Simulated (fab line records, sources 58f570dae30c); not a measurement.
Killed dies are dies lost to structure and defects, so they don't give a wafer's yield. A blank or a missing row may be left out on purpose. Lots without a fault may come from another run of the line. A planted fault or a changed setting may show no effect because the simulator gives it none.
fab line records | flow berkeley_cmos170
record lots=14 wafers=42 last_day=11
route steps=331 shown SDANNEAL@205
lots that met no fault: from a run of the same line without faults
start_h: hours from the record's first day to the start of the lot's first wafer shown | wait_h: hours since the lot's step before | " the same as in the row above | L1.1+2: a row that stands for several wafers | - no value, or no start given | * or withheld: withheld | < > ~ a bound
route shown NAME@n: a module of which the file shows steps, and the number in the route of the first | usual: mean/standard deviation of fault-free wafers | same: alike in all rows | chamber/n: place in a boat | sites: the reading at each site | _std_site: their standard deviation | _edge_site: outer sites' mean less inner sites' | radius_mm: how far each site lies from the wafer's centre | mask NAME#n: copy n | behind: the tool/chamber that last shaped the wafer | hold: why the lot was held/for how many hours/how that ended | device: the transistor (n, p or np) that didn't switch | end of line: the same wafers' tests at the end of the route | a step without rows: its recipe alone | killed: dies lost to structure and defects at the first sort, not the wafer's yield | map: a wafer's dies, x killed, . not, _ none there
set.NAME: the setting as run; set.NAME@STEP: as run at that earlier step | model.NAME: the simulator's own value behind a step, which no gauge read
steps of the route over a sample of lots; a table a step, a row a wafer
## steps
# step UCB170_SDANNEAL_RTA_01
# recipe temp_c=1050 time_s=5 ambient=N2
# usual anneal_temp_c_max=1055.0/2.2 chamber_o2_ppm=2.003/0.023 lamp_power_pct=38/4 time_s=5/0 wafer_temp_C_max=1056.1/1.2
# columns lot.wafer tool chamber start_h wait_h anneal_temp_c_max chamber_o2_ppm lamp_power_pct time_s wafer_temp_C_max
L763.1 rtp_anneal-01 0 159.98 0.1 1051.7 1.977 42 5 1055.3
L763.2 " 0 " " 1052.2 1.974 42 5 1056.3
L763.4 " 0 " " 1052.9 1.983 42 5 1056.7
L762.1 rtp_anneal-02 0 160.24 0.1 1056.1 1.998 34 5 1056.9
L762.2 " 0 " " 1056.6 2.005 34 5 1055.8
L762.6 " 0 " " 1055.4 2.018 34 5 1056.3
L766.1 rtp_anneal-02 0 168.75 0.1 1058.4 2.036 34 5 1055.4
L766.4 " 0 " " 1056.8 2.017 34 5 1054.8
L766.5 " 0 " " 1058.1 1.981 34 5 1054.4
L765.4 rtp_anneal-01 0 169.23 0.1 1052.5 2.018 42 5 1055.8
L765.5 " 0 " " 1053.5 2.018 42 5 1056.3
L765.6 " 0 " " 1052.8 2.048 42 5 1056.7
L769.4 rtp_anneal-02 0 172.20 0.1 1056.1 2.013 34 5 1054.6
L769.5 " 0 " " 1056.9 2.036 34 5 1056.9
L769.6 " 0 " " 1057.6 2.012 34 5 1057.0
L767.1 rtp_anneal-01 0 172.24 0.1 1052.5 2.007 42 5 1055.2
L767.4 " 0 " " 1053.7 2.000 42 5 1056.7
L767.6 " 0 " " 1053.5 1.970 42 5 1054.9
L768.1 rtp_anneal-02 0 175.59 0.1 1056.2 1.998 34 5 1055.5
L768.3 " 0 " " 1057.4 1.989 34 5 1054.6
L768.6 " 0 " " 1058.1 2.029 34 5 1055.3
L770.1 rtp_anneal-01 0 187.17 0.1 1053.1 2.033 42 5 1056.1
L770.2 " 0 " " 1053.9 2.060 42 5 1057.9
L770.3 " 0 " " 1052.9 2.046 42 5 1057.1
L772.2 rtp_anneal-02 0 187.20 0.1 1055.6 2.022 34 5 1056.7
L772.3 " 0 " " 1055.5 2.019 34 5 1057.0
L772.6 " 0 " " 1056.5 2.026 34 5 1056.5
L771.1 rtp_anneal-01 0 187.64 0.1 1053.8 2.012 42 5 1055.3
L771.2 " 0 " " 1052.0 1.988 42 5 1055.8
L771.6 " 0 " " 1052.0 2.006 42 5 1055.7
L774.2 rtp_anneal-02 0 217.20 0.1 1056.4 1.991 34 5 1055.9
L774.4 " 0 " " 1055.2 1.999 34 5 1056.8
L774.6 " 0 " " 1056.9 1.986 34 5 1056.8
L777.1 rtp_anneal-01 0 235.55 0.1 1052.3 2.015 42 5 1055.6
L777.2 " 0 " " 1052.4 1.993 42 5 1054.5
L777.6 " 0 " " 1052.9 2.014 42 5 1055.6
L782.3 rtp_anneal-02 - 257.18 0.1 - - - - -
L782.5 " - " " - - - - -
L782.6 " - " " - - - - -
L784.2 rtp_anneal-02 - 269.53 0.1 - - - - -
L784.3 " - " " - - - - -
L784.5 " - " " - - - - -
## key
first_sign step=UCB170_SDANNEAL_RTA_01 reading=tool_record direction=missing
effect none on later readings
met_at UCB170_SDANNEAL_RTA_01
struck_lots L782,L784
later_rows_left_out L782.3,L782.5,L782.6,L784.2,L784.3,L784.5
sort_left_out L782.3,L782.5,L782.6,L784.2,L784.3,L784.5
tester_left_out L782,L784
onset_between 217.20 257.18
fault kind=skipped_step_whole tool=rtp_anneal-02 chamber=- onset_h=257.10 steps=UCB170_SDANNEAL_RTA_01 scope=struck_lots_only
# tester_left_out: of these lots the tester's yield and bins aren't shown, on N5 and GAA mostly nor the transistor test; their killed dies are dies lost to structure and defects alone, not to doping, threshold or leakage, so they don't give the yield
# sort_left_out: the simulated sort isn't trusted on such a fault, so these wafers' sort isn't shown, and their yield isn't known
# later_rows_left_out: the simulator's readings of these wafers behind a module that went badly wrong aren't trusted and aren't shown, but for the sort
